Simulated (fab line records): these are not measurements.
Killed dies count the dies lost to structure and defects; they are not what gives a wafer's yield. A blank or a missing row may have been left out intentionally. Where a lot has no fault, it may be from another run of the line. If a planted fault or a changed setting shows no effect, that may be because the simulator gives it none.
Tool commonality check + flow rit_cmos + Lots sampled 13, wafers sampled 39

## REASON IT WAS OPENED
Flagged at RIT_GATE_CD_MEAS_16: reading cd_nm, on 1 of 13 lots. Wafers without a fault read 151.5 nm, standard deviation 2.9.
Rule: a lot gets a flag if all its wafers with a number sit over 4 standard deviations from that mean, or if no wafer of it has a number. All remaining lots are regarded as sound.

| lot  | measured    | on        | cd_nm (nm), wafer by wafer | flag    |
|------|-------------|-----------|----------------------------|---------|
| L468 | day 2 12:55 | cd_sem-01 | 152.0 155.5 153.7          |         |
| L469 | day 2 18:14 | cd_sem-02 | 152.3 155.6 151.8          |         |
| L471 | day 3 04:03 | cd_sem-02 | 151.3 153.8 152.5          |         |
| L472 | day 3 08:49 | cd_sem-02 | 154.0 153.2 154.4          |         |
| L473 | day 3 18:11 | cd_sem-01 | 148.6 143.6 146.3          |         |
| L474 | day 4 00:25 | cd_sem-01 | 150.5 152.4 152.6          |         |
| L475 | day 4 01:52 | cd_sem-01 | 148.6 148.4 148.8          |         |
| L476 | day 4 04:54 | cd_sem-01 | 149.1 147.3 147.1          |         |
| L478 | day 4 16:42 | cd_sem-01 | 151.6 151.3 151.8          |         |
| L481 | day 5 11:58 | cd_sem-01 | 130.1 127.2 127.5          | FLAGGED |
| L483 | day 5 18:47 | cd_sem-02 | 151.6 153.1 153.1          |         |
| L490 | day 7 02:52 | cd_sem-01 | 153.2 153.2 153.5          |         |
| L491 | day 7 07:43 | cd_sem-02 | 148.0 147.2 148.2          |         |
The mean of the flagged lots' numbers is 128.3 nm, -23.2 nm from the usual (-8 standard deviations).

## EACH LOT AND THE TOOL IT RAN ON
The record holds 1 process step before the reading, out of a route of 202 steps. Cell contents, in order: the tool; ch with the chambers the sampled wafers went through; the start.
| lot  | flag    | RIT_GATE_EXPOSE_13                 |
|------|---------|------------------------------------|
| L468 |         | iline_stepper-01 ch 0, day 2 12:29 |
| L469 |         | iline_stepper-01 ch 0, day 2 17:50 |
| L471 |         | iline_stepper-02 ch 0, day 3 03:39 |
| L472 |         | iline_stepper-02 ch 0, day 3 08:20 |
| L473 |         | iline_stepper-01 ch 0, day 3 17:47 |
| L474 |         | iline_stepper-01 ch 0, day 3 23:51 |
| L475 |         | iline_stepper-01 ch 0, day 4 01:28 |
| L476 |         | iline_stepper-02 ch 0, day 4 04:30 |
| L478 |         | iline_stepper-01 ch 0, day 4 16:18 |
| L481 | FLAGGED | iline_stepper-01 ch 0, day 5 11:34 |
| L483 |         | iline_stepper-01 ch 0, day 5 18:21 |
| L490 |         | iline_stepper-02 ch 0, day 7 02:20 |
| L491 |         | iline_stepper-02 ch 0, day 7 07:11 |
These steps, and what they do:
- RIT_GATE_EXPOSE_13: exposes mask M6, target cd 150 nm.
- RIT_GATE_CD_MEAS_16: target cd 150 nm.

## FLAGGED AGAINST TOTAL, ONE TOOL AT A TIME (gauges that did the reading follow at the end)
| step                | tool             | lots run | flagged | share of the flagged lots | sound lots run after its first flagged lot |
|---------------------|------------------|----------|---------|---------------------------|--------------------------------------------|
| RIT_GATE_EXPOSE_13  | iline_stepper-01 | 8        | 1       | all                       | 1 (L483)                                   |
| RIT_GATE_EXPOSE_13  | iline_stepper-02 | 5        | 0       | none                      | -                                          |
| RIT_GATE_CD_MEAS_16 | cd_sem-01        | 8        | 1       | all                       | 1 (L490)                                   |
| RIT_GATE_CD_MEAS_16 | cd_sem-02        | 5        | 0       | none                      | -                                          |

## WHAT THE TABLE PERMITS
In 2 table rows, all flagged lots were run: iline_stepper-01 (RIT_GATE_EXPOSE_13), cd_sem-01 (RIT_GATE_CD_MEAS_16).
- iline_stepper-01 at RIT_GATE_EXPOSE_13 ran 8 lots, 1 of them flagged. Sound lots ran on it after the first flagged one (L483), which a lasting fault on the whole tool wouldn't allow.
- cd_sem-01 at RIT_GATE_CD_MEAS_16 ran 8 lots, 1 of them flagged. Sound lots ran on it after the first flagged one (L490), which a lasting fault on the whole tool wouldn't allow.
Not one row of the table ran every flagged lot while running no sound lot after the first.

## WHAT THE SIMULATOR HAD PUT IN
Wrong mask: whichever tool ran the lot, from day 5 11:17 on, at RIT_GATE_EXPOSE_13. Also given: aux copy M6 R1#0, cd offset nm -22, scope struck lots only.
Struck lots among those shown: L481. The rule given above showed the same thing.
